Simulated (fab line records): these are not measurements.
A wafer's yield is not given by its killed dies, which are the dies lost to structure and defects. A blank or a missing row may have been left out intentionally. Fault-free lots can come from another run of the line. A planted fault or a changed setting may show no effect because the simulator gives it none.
Code-filled problem report in 8D (eight disciplines) form -- flow berkeley-cmos170 -- the parts of the form that need people (team, actions taken, sign-off) are left out

## 1. THE PROBLEM
Across 12 wafers from 4 lots, V1_TEOS_THK at UCB170_V1_THK_MEAS_01 averages 1551 nm, while fault-free wafers read 2003 nm with a standard deviation of 25. That puts it -18 standard deviations away from the usual mean.
The first sign was on wafer L889.2 at day 9 18:11, on film-metro-04. Wafers with a number at this step in the record: 48, from 16 lots. By rule, "out" or "out of limits" means more than 4 standard deviations away from the usual mean. The other wafers with a number count as sound.

## 2. WHAT THIS IS AND IS NOT
question,is,is not
which readings at this step,V1_TEOS_THK,-
which lots,"L889, L892, L893, L894","L879, L880, L882, L883, L884, L885, L890, L895, L896, L897, L899, L902"
which wafers of those lots,all that have a number,-
read on which gauges,"film-metro-03, film-metro-04",film-metro-01
when,from day 9 18:11,"up to then (18 sound wafers); but 18 sound wafers of L890, L895, L896, L897, L899, L902 came after"

## 3. SUSPECTS, AND WHAT RULES EACH OUT
Counting: any tool at a process step up to the reading is kept as a suspect provided that every lot that is out went through it and no sound lot did after the first of them.
- ruled out: the gauge at UCB170_V1_THK_MEAS_01. Those wafers that are out were read across 2 gauges (film-metro-03, film-metro-04).
- pecvd-04 at UCB170_V1_CVD_00 (deposits SiO2 from TEOS/O2, target thk 2000 nm, time 250 s): kept. Every lot that is out went through it, starting with L889 (day 9 18:01), and after that it ran no sound lot; the last sound lot it ran before then is L885 (day 8 10:10).
Remaining after the count: pecvd-04 at UCB170_V1_CVD_00.

## 4. THE CAUSE (what the simulator had put in)
Site profile drift: pecvd-04, from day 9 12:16 on, at UCB170_V1_CVD_00. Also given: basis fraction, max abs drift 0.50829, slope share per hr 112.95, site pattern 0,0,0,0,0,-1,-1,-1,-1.
Only this tool survived the counting.

## 5. SEQUENCE OF EFFECTS, ordered by route
Each row: a reading whose mean over the struck wafers that have a number lies more than 3 standard deviations from the usual. Only readings for which the record gives a usual standard deviation are gone through. hours: the time from each lot's start at the first step in this table that gives one to its start at this step, as a median over the lots. sigmas: the change in usual standard deviations.
hours,step,reading,usual,on struck wafers,change,sigmas
0,UCB170_V1_THK_MEAS_01,V1_TEOS_THK,2003 nm,1551,-452,-18
1,UCB170_V1_THK_MEAS_04,V1_POLISHED_THK,1000.8 nm,559.3,-441.5,-99 or more
3,UCB170_V1_ETCH_14,oes-product-au,0.875 a.u.,0.675,-0.200,-22
The process steps in it:
- UCB170_V1_ETCH_14: etches SiO2 in CHF3/CF4/Ar, stops on Al, target depth 1250 nm, time 291 s.

## 6. WHAT WOULD HAVE CAUGHT IT SOONER
The first out-of-limits reading at a measuring or inspecting step in this record came at day 9 18:11, 6 hours after the fault's start at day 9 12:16.
An alarm limit of 4 standard deviations would not have fired on the tool readings at UCB170_V1_CVD_00 for which the record gives a usual standard deviation, since none of them was out on any struck wafer.
L892, L894, L893, from the lots that are out (4), started UCB170_V1_CVD_00 on pecvd-04 later than day 9 18:11. A hold on the tool at that time would have spared those 3.
